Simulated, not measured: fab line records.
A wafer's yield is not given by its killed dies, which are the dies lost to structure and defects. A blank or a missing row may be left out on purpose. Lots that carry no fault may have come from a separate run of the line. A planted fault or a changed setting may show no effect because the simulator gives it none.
Commonality check across tools | flow berkeley_cmos170 | Lots sampled 15, wafers sampled 54

== REASON FOR OPENING ==
At UCB170_PSD_TW_MEAS_10 the reading PSD_TW is flagged on 3 of 15 lots. Wafers without a fault read 2338, standard deviation 16.
Rule: a lot is flagged when every wafer of it that has a number lies more than 4 standard deviations from that mean, or none has a number. As for the other lots, they are considered sound.

lot  | measured     | on            | PSD_TW, wafer by wafer        | flag
L465 | day 6 17:54  | film_metro-04 | 2359 2355 2356                |
L466 | day 6 18:01  | film_metro-03 | 2330 2323 2331                |
L464 | day 6 18:08  | film_metro-04 | 2352 2350 2341                |
L471 | day 8 05:07  | film_metro-03 | 2325 2337 2327                |
L472 | day 8 05:33  | film_metro-04 | 2346 2348 2351                |
L470 | day 8 05:50  | film_metro-03 | 2328 2334 2321                |
L473 | day 8 08:08  | film_metro-03 | 2319 2326 2338                |
L474 | day 8 08:34  | film_metro-02 | 2337 2332 2332                |
L475 | day 8 18:58  | film_metro-03 | 2309 2342 2327                |
L476 | day 8 19:05  | film_metro-04 | 2364 2353 2350                |
L477 | day 9 17:14  | film_metro-03 | 2324 2317 2312                |
L480 | day 10 01:04 | film_metro-03 | 1989 2003 1994 1986 1997 1997 | FLAGGED
L482 | day 10 15:58 | film_metro-02 | 2019 2018 2019 2006 2015 2026 | FLAGGED
L484 | day 10 16:24 | film_metro-03 | 1994 1989 1993 1985 2000 2003 | FLAGGED
L487 | day 11 15:10 | film_metro-02 | 2341 2337 2345                |
The numbers of the flagged lots are 2002 on average: -336 against the usual, or -21 standard deviations.

== EACH LOT AND THE TOOL IT RAN ON ==
Before the reading, the record contains 2 process steps out of a 331-step route. Each cell gives the tool, then ch followed by the chambers the sampled wafers passed through, then the start.
lot  | flag    | UCB170_PSD_IMPLANT_08           | UCB170_PSD_STRIP_09
L465 |         | implanter-01 ch 0, day 6 17:40  | plasma_asher-04 ch 0,1, day 6 17:47
L466 |         | implanter-02 ch 0, day 6 17:47  | plasma_asher-01 ch 0,1, day 6 17:55
L464 |         | implanter-03 ch 0, day 6 17:53  | plasma_asher-03 ch 0,1, day 6 18:02
L471 |         | implanter-03 ch 0, day 8 04:54  | plasma_asher-01 ch 0,1, day 8 05:02
L472 |         | implanter-01 ch 0, day 8 05:18  | plasma_asher-03 ch 0,1, day 8 05:27
L470 |         | implanter-01 ch 0, day 8 05:36  | plasma_asher-04 ch 0,1, day 8 05:43
L473 |         | implanter-01 ch 0, day 8 07:56  | plasma_asher-01 ch 0,1, day 8 08:03
L474 |         | implanter-03 ch 0, day 8 08:19  | plasma_asher-01 ch 0,1, day 8 08:28
L475 |         | implanter-01 ch 0, day 8 18:41  | plasma_asher-04 ch 0,1, day 8 18:48
L476 |         | implanter-03 ch 0, day 8 18:53  | plasma_asher-01 ch 0,1, day 8 18:59
L477 |         | implanter-01 ch 0, day 9 17:01  | plasma_asher-03 ch 0,1, day 9 17:08
L480 | FLAGGED | implanter-01 ch 0, day 10 00:49 | plasma_asher-04 ch 0,1, day 10 00:58
L482 | FLAGGED | implanter-01 ch 0, day 10 15:44 | plasma_asher-01 ch 0, day 10 15:52
L484 | FLAGGED | implanter-01 ch 0, day 10 16:09 | plasma_asher-01 ch 0,1, day 10 16:18
L487 |         | implanter-03 ch 0, day 11 14:55 | plasma_asher-03 ch 0,1, day 11 15:04
What these steps do:
- UCB170_PSD_IMPLANT_08
- UCB170_PSD_STRIP_09: strips in O2.
- UCB170_PSD_TW_MEAS_10

== FLAGGED AGAINST TOTAL, ONE TOOL AT A TIME (gauges that did the reading follow at the end) ==
step                  | tool            | lots run | flagged | share of the flagged lots | sound lots run after its first flagged lot
UCB170_PSD_IMPLANT_08 | implanter-01    | 9        | 3       | all                       | 0
UCB170_PSD_IMPLANT_08 | implanter-02    | 1        | 0       | none                      | -
UCB170_PSD_IMPLANT_08 | implanter-03    | 5        | 0       | none                      | -
UCB170_PSD_STRIP_09   | plasma_asher-01 | 7        | 2       | some                      | 0
UCB170_PSD_STRIP_09   | plasma_asher-03 | 4        | 0       | none                      | -
UCB170_PSD_STRIP_09   | plasma_asher-04 | 4        | 1       | some                      | 0
UCB170_PSD_TW_MEAS_10 | film_metro-02   | 3        | 1       | some                      | 1 (L487)
UCB170_PSD_TW_MEAS_10 | film_metro-03   | 8        | 2       | some                      | 0
UCB170_PSD_TW_MEAS_10 | film_metro-04   | 4        | 0       | none                      | -

== WHAT IS ALLOWED BY THE TABLE ==
Rows of the table that ran each flagged lot: 1, that is implanter-01 at UCB170_PSD_IMPLANT_08.
- implanter-01 at UCB170_PSD_IMPLANT_08 ran 9 lots, 3 of them flagged. It ran its last sound lot, L477, at day 9 17:01 and its first flagged lot, L480, at day 10 00:49: a fault with its onset between the two fits. Its own readings (dose_ions_cm2, faraday_current_uA) fall more than 4 standard deviations out on all wafers of the flagged lots.
Just one tool remains: implanter-01 at UCB170_PSD_IMPLANT_08.

== WHAT WAS PUT IN BY THE SIMULATOR ==
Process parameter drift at UCB170_PSD_IMPLANT_08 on implanter-01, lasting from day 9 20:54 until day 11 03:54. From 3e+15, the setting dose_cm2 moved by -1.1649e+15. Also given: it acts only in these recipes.
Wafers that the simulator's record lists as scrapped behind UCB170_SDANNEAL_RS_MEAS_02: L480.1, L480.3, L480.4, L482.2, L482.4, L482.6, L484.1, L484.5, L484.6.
Lots struck among those shown: L480, L482, L484. The rule above reached the same finding.
